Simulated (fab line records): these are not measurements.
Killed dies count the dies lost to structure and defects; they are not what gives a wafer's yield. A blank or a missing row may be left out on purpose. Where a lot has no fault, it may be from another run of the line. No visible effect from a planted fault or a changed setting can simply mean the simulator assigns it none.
fab line records | flow berkeley-cmos170 | part 2 of 2: steps 27 to 38 of 38
record lots=5 wafers=15 last-day=11
route steps=331 shown NWELL@24 PWELL@34 WELLDRIVE@55 ACTIVE@60
lots that met no fault: from a run of the same line without faults
start-h: the number of hours between the record's first day and the start of the first shown wafer of the lot | wait-h: hours from the lot's prior step to this one | " identical to the entry in the row above | L1.1+2: one row covering several wafers at once | - either no value or no given start | * or withheld: withheld | < > ~ a bound
route shown NAME@n: NAME is a module with steps in the file, n the number in the route of the first one | usual: average and standard deviation across the fault-free wafers | same: alike in all rows | chamber/n: place in a boat | sites: the reading at each site | _std_site: how widely they spread, as a standard deviation | _edge_site: mean of outer sites minus mean of inner sites | radius-mm: how far each site lies from the wafer's centre | mask NAME#n: copy n | behind: the tool/chamber that last shaped the wafer | hold: why the lot went on hold/how many hours it stayed there/how the hold came to an end | device: the n, p or np transistor that did not switch | end of line: the route-end tests of the same wafers | a step without rows: its recipe alone | killed: the dies lost at the first sort to structure and to defects; this is not the yield of the wafer | map: a wafer's dies, marking killed ones x, the rest . and places with no die _
set.NAME: the run value of the setting; set.NAME@STEP: its run value at that earlier step | model.NAME: the simulator's own value behind a step, which no gauge read
lots seen at some steps along the route; tables by step, rows by wafer
services: a tool's chamber out of use, with start hour (start-h, from the record's first day; less than 0 if before it), hours out, and reason
## steps
# step UCB170_PWELL_STRIP_16
# recipe chemistry=O2 power-w=400 pressure-mtorr=3500 platen-temp-c=withheld o2-flow-sccm=400 overash-fraction=0.5
# usual drypump-motor-current-A=5.6/0.37 oes-product-au=0.721/0.0045 strip-time-to-endpoint-s=18.09/0.11
# columns lot.wafer tool chamber start-h wait-h drypump-motor-current-A oes-product-au rf-hours-counter-h strip-time-to-endpoint-s
L080.1 plasma-asher-04 1 76.24 0.1 5.7 0.726 27 18.10
L080.5 " 0 " " 5.6 0.712 - 18.16
L080.6 " 1 " " 5.8 0.721 - 18.13
L087.4 plasma-asher-04 0 110.22 0.1 5.5 0.731 - 18.03
L087.5 " 1 " " 5.7 0.727 - 18.07
L087.6 " 0 " " 5.6 0.719 - 18.14
L089.3 plasma-asher-04 1 118.27 0.1 5.7 0.717 - 18.36
L089.4 " 0 " " 5.6 0.723 - 18.27
L089.6 " 0 " " 5.6 0.716 - 18.01
L091.2 plasma-asher-02 0 137.71 0.1 5.9 0.715 2 18.17
L091.3 " 0 " " 5.9 0.722 - 18.03
L091.4 " 1 " " 4.6 0.720 - 18.06
L093.1 plasma-asher-04 0 140.84 0.1 5.6 0.724 34 18.13
L093.2 " 1 " " 5.7 0.721 34 18.07
L093.6 " 1 " " 5.7 0.719 - 18.01
# step UCB170_PWELL_TW_MEAS_17
# usual PWELL_TW=380.3/1.6
# columns lot.wafer tool chamber start-h wait-h PWELL_TW
L080.1 film-metro-04 - 76.38 0.1 378.8
L080.5 " - " " 379.1
L080.6 " - " " 381.4
L087.4 film-metro-01 - 110.31 0.1 382.7
L087.5 " - " " 381.0
L087.6 " - " " 379.0
L089.3 film-metro-04 - 118.35 0.1 378.0
L089.4 " - " " 377.4
L089.6 " - " " 379.6
L091.2 film-metro-04 - 137.82 0.1 380.8
L091.3 " - " " 382.0
L091.4 " - " " 380.0
L093.1 film-metro-01 - 140.94 0.1 381.7
L093.2 " - " " 381.3
L093.6 " - " " 381.9
# step UCB170_PWELL_CLEAN_18
# recipe chemistry=SPM temp-c=120 time-s=600
# columns lot.wafer tool chamber start-h wait-h
L080.1+5+6 wet-bench-03 2 76.98 0.6
L087.4+5+6 wet-bench-02 2 110.34 0.0
L089.3+4+6 wet-bench-02 2 118.39 0.0
L091.2+3+4 wet-bench-02 3 137.87 0.0
L093.1+2+6 wet-bench-04 3 141.07 0.1
# step UCB170_PWELL_WET_ETCH_19
# recipe chemistry=H3PO4 target=Si3N4 temp-c=160 time-s=14400
# columns lot.wafer tool chamber start-h wait-h
L080.1+5+6 wet-bench-04 1 77.58 0.4
L087.4+5+6 wet-bench-03 3 110.52 0.0
L089.3+4+6 wet-bench-02 0 118.57 0.0
L091.2+3+4 wet-bench-03 2 138.06 0.0
L093.1+2+6 wet-bench-03 3 142.07 0.8
# step UCB170_PWELL_WET_ETCH_20
# recipe chemistry=BOE dilution=5:1 target=SiO2 temp-c=25 time-s=22
# columns lot.wafer tool chamber start-h wait-h
L080.1+5+6 wet-bench-04 1 81.59 0.0
L087.4+5+6 wet-bench-02 3 114.61 0.1
L089.3+4+6 wet-bench-02 2 122.59 0.0
L091.2+3+4 wet-bench-02 0 143.10 1.0
L093.1+2+6 wet-bench-03 0 146.08 0.0
# step UCB170_WELLDRIVE_CLEAN_00
# recipe chemistry=SPM temp-c=120 time-s=600
# columns lot.wafer tool chamber start-h wait-h
L080.1+5+6 wet-bench-04 2 81.60 0.0
L087.4+5+6 wet-bench-03 3 114.65 0.0
L089.3+4+6 wet-bench-02 1 122.78 0.2
L091.2+3+4 wet-bench-02 3 143.39 0.3
L093.1+2+6 wet-bench-04 0 146.21 0.1
# step UCB170_WELLDRIVE_OXIDATION_01
# recipe temp-c=1100 ambient=O2 target-thk-a=1990 ox-time-s=9000
# usual ox-temp-c-max=1104.7/0.96 tube-center-temp-C=1100/0.1 zone-power-source-pct=41.0/1.5
# columns lot.wafer tool chamber start-h wait-h ox-temp-c-max tube-center-temp-C zone-power-source-pct
L080.1 furnace-03 0 83.64 1.9 1103.6 1100.1 42.9
L080.5 " 0 " " 1105.8 1100.2 43.0
L080.6 " 0 " " 1103.6 1100 42.2
L087.4 furnace-04 0 115.86 1.0 1106.8 1100.1 43.6
L087.5 " 0 " " 1106.8 1100.1 43.2
L087.6 " 0 " " 1105.2 1100 43.3
L089.3 furnace-02 0 125.85 2.9 1104.0 1100 40.4
L089.4 " 0 " " 1105.1 1100 40.5
L089.6 " 0 " " 1104.2 1100 39.7
L091.2 furnace-04 0 144.86 1.3 1106.7 1099.9 42.7
L091.3 " 0 " " 1105.6 1100 43.1
L091.4 " 0 " " 1104.6 1100 43.2
L093.1 furnace-02 0 148.30 1.9 1105.2 1100.1 39.3
L093.2 " 0 " " 1104.9 1099.9 39.9
L093.6 " 0 " " 1104.8 1100.1 39.9
# step UCB170_WELLDRIVE_THK_MEAS_02
# recipe reads=SiO2_of_WELLDRIVE_OXIDATION_01
# usual WELLDRIVE_OXIDE_THK=199/4
# columns lot.wafer tool chamber start-h wait-h WELLDRIVE_OXIDE_THK[nm]
L080.1 film-metro-04 - 87.14 0.0 203
L080.5 " - " " 203
L080.6 " - " " 201
L087.4 film-metro-04 - 119.39 0.0 200
L087.5 " - " " 203
L087.6 " - " " 199
L089.3 film-metro-04 - 129.37 0.0 200
L089.4 " - " " 202
L089.6 " - " " 203
L091.2 film-metro-04 - 148.37 0.0 205
L091.3 " - " " 207
L091.4 " - " " 207
L093.1 film-metro-04 - 151.80 0.0 195
L093.2 " - " " 194
L093.6 " - " " 194
# step UCB170_WELLDRIVE_ANNEAL_03
# recipe temp-c=1100 time-s=900 ambient=N2
# usual tube-center-temp-C=1100/0.099 zone-power-source-pct=41.6/1.4
# columns lot.wafer tool chamber start-h wait-h tube-center-temp-C zone-power-source-pct
L080.1 furnace-04 0 90.38 3.2 1100 42.7
L080.5 " 0 " " 1099.9 42.8
L080.6 " 0 " " 1100 42.6
L087.4 furnace-02 0 121.60 2.2 1100.1 39.8
L087.5 " 0 " " 1100.2 39.8
L087.6 " 0 " " 1100.1 40.0
L089.3 furnace-03 0 132.52 3.1 1100 42.8
L089.4 " 0 " " 1100 41.7
L089.6 " 0 " " 1099.9 42.6
L091.2 furnace-03 0 150.62 2.2 1100.1 42.8
L091.3 " 0 " " 1099.9 43.2
L091.4 " 0 " " 1100.1 42.1
L093.1 furnace-03 0 154.62 2.8 1100.1 41.6
L093.2 " 0 " " 1099.9 42.6
L093.6 " 0 " " 1099.9 41.9
# step UCB170_WELLDRIVE_WET_ETCH_04
# recipe chemistry=BOE dilution=5:1 target=SiO2 temp-c=25 time-s=120
# columns lot.wafer tool chamber start-h wait-h
L080.1+5+6 wet-bench-04 2 92.70 1.1
L087.4+5+6 wet-bench-02 3 122.96 0.1
L089.3+4+6 wet-bench-04 2 133.77 0.0
L091.2+3+4 wet-bench-03 3 151.87 0.0
L093.1+2+6 wet-bench-04 1 156.55 0.7
# step UCB170_ACTIVE_CLEAN_00
# recipe chemistry=SPM temp-c=120 time-s=600
# columns lot.wafer tool chamber start-h wait-h
L080.1+5+6 wet-bench-04 0 92.93 0.2
L087.4+5+6 wet-bench-03 0 123.12 0.1
L089.3+4+6 wet-bench-03 1 133.82 0.0
L091.2+3+4 wet-bench-02 3 151.91 0.0
L093.1+2+6 wet-bench-04 0 156.61 0.0
# step UCB170_ACTIVE_CLEAN_01
# recipe chemistry=dHF dilution=25:1 time-s=60
# columns lot.wafer tool chamber start-h wait-h
L080.1+5+6 wet-bench-03 1 93.61 0.5
L087.4+5+6 wet-bench-03 0 123.50 0.2
L089.3+4+6 wet-bench-02 1 133.99 0.0
L091.2+3+4 wet-bench-04 1 152.09 0.0
L093.1+2+6 wet-bench-04 3 157.13 0.3
## services
# columns tool chamber start-h hours kind
krf-scanner-02 - 34.98 4.8 repair
furnace-03 - 36.38 4.0 pm
krf-scanner-02 - 39.77 1.0 pm
krf-scanner-01 - 41.30 0.8 pm
krf-scanner-02 - 43.41 1.3 pm
rie-diel-03 - 43.73 1.2 repair
furnace-01 - 44.93 2.3 pm
krf-scanner-02 - 47.37 1.6 repair
plasma-asher-01 - 51.16 3.8 repair
lpcvd-01 - 60.59 14.6 pm
rie-diel-04 1 61.26 8.2 repair
implanter-03 - 65.12 0.6 repair
krf-scanner-02 - 71.45 0.3 repair
implanter-03 - 74.84 5.4 pm
plasma-asher-04 - 76.65 2.8 pm
rie-diel-04 2 80.72 2.4 repair
rie-diel-02 1 89.43 1.9 repair
krf-scanner-01 - 92.07 1.3 pm
rie-diel-02 - 97.15 1.5 repair
plasma-asher-02 - 108.75 9.0 pm
implanter-01 - 119.29 1.3 repair
furnace-04 - 119.36 12.3 pm
rie-diel-03 - 133.05 2.8 pm
lpcvd-01 - 143.38 6.0 pm
